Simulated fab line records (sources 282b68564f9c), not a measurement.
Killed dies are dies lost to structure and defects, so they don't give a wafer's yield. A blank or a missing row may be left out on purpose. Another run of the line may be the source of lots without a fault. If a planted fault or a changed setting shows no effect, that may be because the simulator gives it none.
fab line records | flow ritCmos
[record] lots = 7 | wafers = 21 | lastDay = 7
route steps=202 shown NLDD@105 PLDD@114 M1@202
lots that met no fault: from a run of the same line without faults
startH: hours from the record's first day to the start of the lot's first wafer shown | waitH: hours elapsed since this lot's preceding step | " unchanged from the row above | L1.1+2: a row that stands for several wafers | - value missing, or start not given | * or withheld: withheld | < > ~ a bound
route shown NAME@n: names a module that has steps shown in the file, with the first one's number in the route | usual: mean/standard deviation taken from wafers without a fault | same: alike in all rows | chamber/n: place in a boat | sites: per-site readings | _std_site: standard deviation across them | _edge_site: inner sites' mean taken away from outer sites' mean | radiusMm: how far each site lies from the wafer's centre | mask NAME#n: copy n | behind: the tool/chamber that last shaped the wafer | hold: cause of the lot's hold/its duration in hours/its outcome | device: whichever transistor did not switch (one of n, p or np) | end of line: tests run on the same wafers once the route is complete | a step without rows: its recipe alone | killed: count of dies lost to structure and defects at first sort (not the wafer's yield) | map: the dies of a wafer, with x for killed, . for not killed, _ for no die there
set.NAME: the run value of the setting; set.NAME@STEP: its run value at that earlier step | model.NAME: the simulator's own value behind a step, which no gauge read
lots at some steps of the route; a table a step, a row a wafer
services: from which hour (startH, from the record's first day; less than 0 if before it) a tool's chamber was out of use, for how many hours, and why
[[steps]]
[step RIT_NLDD_SOFTBAKE_02]
[recipe] resist = NOVOLAK | tempC = 90 | timeS = 60
[step RIT_NLDD_EXPOSE_03]
[recipe] maskId = M7 | na = 0.57 | targetCdNm = 40700 | doseMj = 250
[step RIT_NLDD_PEB_04]
[recipe] resist = NOVOLAK | tempC = withheld | timeS = withheld
[step RIT_NLDD_DEVELOP_05]
[recipe] resist = NOVOLAK | developTimeS = 50 | devTempC = 23
[step RIT_NLDD_OVL_MEAS_06]
[usual] NLDD_OVL = -0.7/1.5
lot.wafer | tool       | chamber | startH | waitH | NLDD_OVL[nm]
L922.1    | overlay-02 | -       | 63.69  | -     | -3.4
L922.3    | "          | -       | "      | "     | -2.4
L922.4    | "          | -       | "      | "     | -2.8
L925.1    | overlay-02 | -       | 78.11  | -     | -2.3
L925.3    | "          | -       | "      | "     | 0.3
L925.4    | "          | -       | "      | "     | -1.7
L933.1    | overlay-02 | -       | 117.23 | -     | -1.7
L933.2    | "          | -       | "      | "     | -1.5
L933.6    | "          | -       | "      | "     | -1.9
L934.1    | overlay-01 | -       | 122.56 | -     | -1.3
L934.2    | "          | -       | "      | "     | -2.4
L934.5    | "          | -       | "      | "     | -0.7
L936.2    | overlay-01 | -       | 130.74 | -     | -1.1
L936.3    | "          | -       | "      | "     | -1.7
L936.4    | "          | -       | "      | "     | -1.2
L937.3    | overlay-02 | -       | 133.17 | -     | -1.3
L937.4    | "          | -       | "      | "     | 0.1
L937.5    | "          | -       | "      | "     | -1.1
L942.1    | overlay-01 | -       | 160.90 | -     | -0.5
L942.2    | "          | -       | "      | "     | -2.0
L942.4    | "          | -       | "      | "     | -0.4
[step RIT_NLDD_HARDBAKE_07]
[recipe] resist = NOVOLAK | tempC = 140 | timeS = 60
[step RIT_NLDD_IMPLANT_08]
[recipe] species = P | energyKev = 20 | doseCm2 = 5e+14 | tiltDeg = 7
[step RIT_NLDD_STRIP_09]
[recipe] chemistry = O2 | timeS = 180 | resist = NOVOLAK | platenTempC = withheld | powerW = 500 | pressureMtorr = 4000 | o2FlowSccm = 4000
[usual] drypumpMotorCurrentA = 5.7/0.62
lot.wafer | tool           | chamber | startH | waitH | drypumpMotorCurrentA | rfHoursCounterH
L922.1    | plasmaAsher-01 | 0       | 64.03  | 0.1   | 4.9                  | 28
L922.3    | "              | 1       | "      | "     | 6.4                  | -
L922.4    | "              | 0       | "      | "     | 4.9                  | -
L925.1    | plasmaAsher-04 | 1       | 78.45  | 0.1   | 6.6                  | 42
L925.3    | "              | 0       | "      | "     | 5.4                  | -
L925.4    | "              | 1       | "      | "     | 6.7                  | -
L933.1    | plasmaAsher-01 | 1       | 117.57 | 0.1   | 6.4                  | 34
L933.2    | "              | 0       | "      | "     | 4.9                  | 34
L933.6    | "              | 0       | "      | "     | 4.9                  | -
L934.1    | plasmaAsher-04 | 1       | 122.89 | 0.1   | 6.6                  | 47
L934.2    | "              | 0       | "      | "     | 5.4                  | 47
L934.5    | "              | 1       | "      | "     | 6.6                  | -
L936.2    | plasmaAsher-03 | 1       | 131.07 | 0.1   | 5.5                  | 1
L936.3    | "              | 0       | "      | "     | 5.3                  | -
L936.4    | "              | 1       | "      | "     | 5.5                  | -
L937.3    | plasmaAsher-01 | 1       | 133.56 | 0.1   | 6.4                  | -
L937.4    | "              | 0       | "      | "     | 4.9                  | -
L937.5    | "              | 0       | "      | "     | 4.9                  | -
L942.1    | plasmaAsher-03 | 1       | 161.24 | 0.1   | 5.5                  | 5
L942.2    | "              | 0       | "      | "     | 5.3                  | 5
L942.4    | "              | 0       | "      | "     | 5.3                  | -
[step RIT_NLDD_TW_MEAS_10]
[usual] NLDD_TW = 2472/31
lot.wafer | tool         | chamber | startH | waitH | NLDD_TW
L922.1    | filmMetro-04 | -       | 64.20  | 0.1   | 2444
L922.3    | "            | -       | "      | "     | 2440
L922.4    | "            | -       | "      | "     | 2444
L925.1    | filmMetro-02 | -       | 78.62  | 0.1   | 2469
L925.3    | "            | -       | "      | "     | 2465
L925.4    | "            | -       | "      | "     | 2476
L933.1    | filmMetro-01 | -       | 117.74 | 0.1   | 2509
L933.2    | "            | -       | "      | "     | 2507
L933.6    | "            | -       | "      | "     | 2504
L934.1    | filmMetro-01 | -       | 123.07 | 0.1   | 2481
L934.2    | "            | -       | "      | "     | 2493
L934.5    | "            | -       | "      | "     | 2490
L936.2    | filmMetro-01 | -       | 131.26 | 0.1   | 2482
L936.3    | "            | -       | "      | "     | 2490
L936.4    | "            | -       | "      | "     | 2475
L937.3    | filmMetro-01 | -       | 133.69 | 0.1   | 2485
L937.4    | "            | -       | "      | "     | 2494
L937.5    | "            | -       | "      | "     | 2482
L942.1    | filmMetro-01 | -       | 161.42 | 0.1   | 2490
L942.2    | "            | -       | "      | "     | 2490
L942.4    | "            | -       | "      | "     | 2482
[step RIT_PLDD_HMDS_00]
[recipe] primeTimeS = 60 | primeTempC = 140
[step RIT_PLDD_COAT_01]
[recipe] resist = NOVOLAK | spinRpm = 3250 | resistThkNm = 1000
[step RIT_PLDD_SOFTBAKE_02]
[recipe] resist = NOVOLAK | tempC = 90 | timeS = 60
[step RIT_PLDD_EXPOSE_03]
[recipe] maskId = M8 | na = 0.57 | targetCdNm = 40900 | doseMj = 250
lot.wafer  | tool            | chamber | startH | waitH | mask | model.PLDD.overlayXNm
L922.1+3+4 | ilineStepper-02 | 0       | 64.71  | 0.1   | M8#0 | -0.2796
L925.1+3+4 | ilineStepper-02 | 0       | 79.26  | 0.2   | M8#0 | 0.7349
L933.1+2+6 | ilineStepper-01 | 0       | 118.43 | 0.2   | M8#0 | 1.647
L934.1+2+5 | ilineStepper-02 | 0       | 123.70 | 0.2   | M8#0 | 241.3
L936.2+3+4 | ilineStepper-02 | 0       | 131.90 | 0.2   | M8#0 | 240.1
L937.3+4+5 | ilineStepper-02 | 0       | 134.22 | 0.1   | M8#0 | 239.5
L942.1+2+4 | ilineStepper-01 | 0       | 162.00 | 0.2   | M8#0 | -0.7356
[step RIT_PLDD_PEB_04]
[recipe] resist = NOVOLAK | tempC = withheld | timeS = withheld
[step RIT_PLDD_DEVELOP_05]
[recipe] resist = NOVOLAK | developTimeS = 50 | devTempC = 23
[step RIT_PLDD_OVL_MEAS_06]
[usual] PLDD_OVL = 1.2/1.5
lot.wafer | tool       | chamber | startH | waitH | PLDD_OVL[nm]
L922.1    | overlay-01 | -       | 65.15  | -     | 0.8
L922.3    | "          | -       | "      | "     | 2.2
L922.4    | "          | -       | "      | "     | 2.4
L925.1    | overlay-02 | -       | 79.66  | -     | 1.4
L925.3    | "          | -       | "      | "     | 2.5
L925.4    | "          | -       | "      | "     | 1.3
L933.1    | overlay-01 | -       | 118.83 | -     | 0.3
L933.2    | "          | -       | "      | "     | 0.1
L933.6    | "          | -       | "      | "     | 3.0
L934.1    | overlay-02 | -       | 124.15 | -     | 243.4
L934.2    | "          | -       | "      | "     | 243.0
L934.5    | "          | -       | "      | "     | 244.5
L936.2    | overlay-01 | -       | 132.29 | -     | 243.0
L936.3    | "          | -       | "      | "     | 242.7
L936.4    | "          | -       | "      | "     | 240.6
L937.3    | overlay-02 | -       | 134.59 | -     | 240.4
L937.4    | "          | -       | "      | "     | 241.1
L937.5    | "          | -       | "      | "     | 240.8
L942.1    | overlay-01 | -       | 162.40 | -     | 1.3
L942.2    | "          | -       | "      | "     | -0.3
L942.4    | "          | -       | "      | "     | -0.9
[step RIT_PLDD_HARDBAKE_07]
[recipe] resist = NOVOLAK | tempC = 140 | timeS = 60
[step RIT_M1_PROBE_99]
[usual] killed_at_M0_to_M3 = 0.0/0.2 | killedAtFrontEnd = 6/3.1 | killedDies = 6/3.1 | killedOpen = 2.9/2 | killedShort = 3.3/2
[same] grossDies = 264 | killed_at_M4_up = 0 | killedAtBackSide = 0 | killedAtContacts = 0 | killedAtOther = 0
lot.wafer | tool      | chamber | startH | waitH | killed_at_M0_to_M3 | killedAtFrontEnd | killedDies | killedOpen | killedShort | model.etest.pldd.widthNm
L922.1    | prober-01 | -       | 79.25  | 0.1   | 0                  | 8                | 8          | 4          | 4           | 3229
L922.3    | prober-01 | -       | 79.35  | 0.2   | 0                  | 4                | 4          | 2          | 2           | 3207
L922.4    | prober-01 | -       | 79.40  | 0.2   | 0                  | 7                | 7          | 3          | 4           | 3220
L925.1    | prober-02 | -       | 95.53  | 0.1   | 0                  | 6                | 6          | 3          | 3           | 3250
L925.3    | prober-02 | -       | 95.63  | 0.2   | 0                  | 6                | 6          | 3          | 3           | 3248
L925.4    | prober-02 | -       | 95.68  | 0.2   | 0                  | 5                | 5          | 2          | 3           | 3242
L933.1    | prober-02 | -       | 132.92 | 0.1   | 0                  | 8                | 8          | 5          | 3           | 3221
L933.2    | prober-02 | -       | 132.97 | 0.1   | 0                  | 11               | 11         | 5          | 6           | 3220
L933.6    | prober-02 | -       | 133.17 | 0.2   | 0                  | 9                | 9          | 2          | 6           | 3221
L934.1    | prober-01 | -       | 138.20 | 0.1   | 0                  | 4                | 4          | 3          | 1           | 3044
L934.2    | prober-01 | -       | 138.25 | 0.1   | 0                  | 8                | 8          | 6          | 2           | 3055
L934.5    | prober-01 | -       | 138.40 | 0.2   | 0                  | 3                | 3          | 0          | 3           | 3041
L936.2    | prober-01 | -       | 146.38 | 0.1   | 0                  | 8                | 8          | 3          | 5           | 3035
L936.3    | prober-01 | -       | 146.43 | 0.2   | 1                  | 7                | 8          | 3          | 5           | 3048
L936.4    | prober-01 | -       | 146.48 | 0.2   | 0                  | 6                | 6          | 2          | 4           | 3038
L937.3    | prober-02 | -       | 148.48 | 0.2   | 0                  | 3                | 3          | 1          | 2           | 3050
L937.4    | prober-02 | -       | 148.53 | 0.2   | 0                  | 4                | 4          | 1          | 3           | 3053
L937.5    | prober-02 | -       | 148.58 | 0.2   | 0                  | 2                | 2          | 0          | 2           | 3043
L942.1    | prober-01 | -       | 176.13 | 0.1   | 0                  | 13               | 13         | 4          | 9           | 3200
L942.2    | prober-01 | -       | 176.18 | 0.1   | 0                  | 8                | 8          | 4          | 4           | 3200
L942.4    | prober-01 | -       | 176.28 | 0.2   | 0                  | 5                | 5          | 3          | 2           | 3205
// killed by level:class
L922.1 FOX1:geometricParticle:short=2 FOX1:geometricParticle:open=2 GATE:geometricParticle:open=2 FOX2:geometricParticle:short=1 GATE:geometricParticle:short=1
L922.3 GATE:geometricParticle:short=2 GATE:geometricParticle:open=2
L922.4 FOX1:geometricParticle:open=2 FOX1:geometricParticle:short=2 GATE:geometricParticle:short=1 SILICIDE:geometricParticle:open=1 SILICIDE:geometricParticle:short=1
L925.1 FOX1:geometricParticle:short=2 GATE:geometricParticle:open=2 GATE:geometricParticle:short=1 SPACER:geometricParticle:open=1
L925.3 REOX:geometricParticle:open=2 FOX1:geometricParticle:short=1 GATE:geometricParticle:short=1 SPACER:geometricParticle:open=1 SILICIDE:geometricParticle:short=1
L925.4 GATE:geometricParticle:open=2 SILICIDE:geometricParticle:short=2 FOX2:geometricParticle:short=1
L933.1 FOX1:geometricParticle:open=2 GATE:geometricParticle:open=2 FOX2:geometricParticle:short=1 GATE:geometricParticle:short=1 SILICIDE:geometricParticle:open=1 SILICIDE:geometricParticle:short=1
L933.2 SPACER:geometricParticle:short=3 FOX1:geometricParticle:open=2 SILICIDE:geometricParticle:short=2 GATE:geometricParticle:short=1 GATE:geometricParticle:open=1 SPACER:geometricParticle:open=1 SILICIDE:geometricParticle:open=1
L933.6 FOX1:geometricParticle:short=2 GATE:geometricParticle:open=2 REOX:geometricParticle:short=2 GATE:geometricParticle:short=1 SPACER:geometricParticle:short=1 ACTIVE:coatMicrobubblePrinted=1
L934.1 GATE:geometricParticle:open=2 GATE:geometricParticle:short=1 REOX:geometricParticle:open=1
L934.2 FOX1:geometricParticle:open=2 GATE:geometricParticle:open=2 GATE:geometricParticle:short=2 SILICIDE:geometricParticle:open=2
L934.5 GATE:geometricParticle:short=1 REOX:geometricParticle:short=1 SILICIDE:geometricParticle:short=1
L936.2 GATE:geometricParticle:open=2 REOX:geometricParticle:short=2 SPACER:geometricParticle:short=2 SILICIDE:geometricParticle:open=1 SILICIDE:geometricParticle:short=1
L936.3 FOX1:geometricParticle:short=2 REOX:geometricParticle:short=2 SILICIDE:geometricParticle:open=2 SPACER:geometricParticle:open=1 M1:geometricParticle:short=1
L936.4 FOX2:geometricParticle:open=1 GATE:geometricParticle:short=1 REOX:geometricParticle:short=1 SPACER:geometricParticle:open=1 SPACER:geometricParticle:short=1 SILICIDE:geometricParticle:short=1
L937.3 FOX1:geometricParticle:short=1 GATE:geometricParticle:open=1 SILICIDE:geometricParticle:short=1
L937.4 GATE:geometricParticle:open=1 GATE:geometricParticle:short=1 REOX:geometricParticle:short=1 SILICIDE:geometricParticle:short=1
L937.5 SILICIDE:geometricParticle:short=2
L942.1 SPACER:geometricParticle:short=3 SILICIDE:geometricParticle:short=3 GATE:geometricParticle:short=2 REOX:geometricParticle:open=2 FOX1:geometricParticle:open=1 FOX1:geometricParticle:short=1 SPACER:geometricParticle:open=1
L942.2 FOX1:geometricParticle:short=2 GATE:geometricParticle:short=2 FOX2:geometricParticle:open=1 GATE:geometricParticle:open=1 SPACER:geometricParticle:open=1 SILICIDE:geometricParticle:open=1
L942.4 FOX2:geometricParticle:open=3 GATE:geometricParticle:short=1 SPACER:geometricParticle:short=1
[[services]]
tool            | chamber | startH | hours | kind
plasmaAsher-03  | -       | 88.64  | 1.2   | repair
ilineStepper-01 | -       | 101.83 | 2.6   | repair
ilineStepper-02 | -       | 104.42 | 1.7   | pm
plasmaAsher-03  | -       | 108.75 | 9.0   | pm
plasmaAsher-03  | 0       | 108.75 | 9.0   | ventCycle
plasmaAsher-03  | 1       | 108.75 | 9.0   | ventCycle
plasmaAsher-03  | 0       | 117.75 | -     | clean
plasmaAsher-03  | 1       | 117.75 | -     | clean
ilineStepper-01 | -       | 122.23 | 1.7   | pm
ilineStepper-02 | 0       | 147.76 | -     | calibration
[[key]]
[firstSign] step = RIT_PLDD_OVL_MEAS_06 | reading = PLDD_OVL | direction = up | sigmas = 99+ | usual = 1.2 | struck = 242.2
effect none on later readings
[modelEffect] step = RIT_PLDD_EXPOSE_03 | value = PLDD.overlayXNm | without = 0.3262 | struck = 240.3
[modelEffect] step = RIT_M1_PROBE_99 | value = etest.pldd.widthNm | without = 3231 | struck = 3045
metAt RIT_PLDD_EXPOSE_03
struckWafers L934.1,L934.2,L934.5,L936.2,L936.3,L936.4,L937.3,L937.4,L937.5
testerLeftOut L934,L936,L937
onsetBetween 79.26 123.70
[fault] kind = scannerMatchingOverlay | tool = ilineStepper-02 | chamber = - | onsetH = 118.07 | steps = RIT_PLDD_EXPOSE_03 | offset = 240
// testerLeftOut: of these lots the tester's yield and bins aren't shown, on N5 and GAA mostly nor the transistor test; their killed dies are dies lost to structure and defects alone, not to doping, threshold or leakage, so they don't give the yield
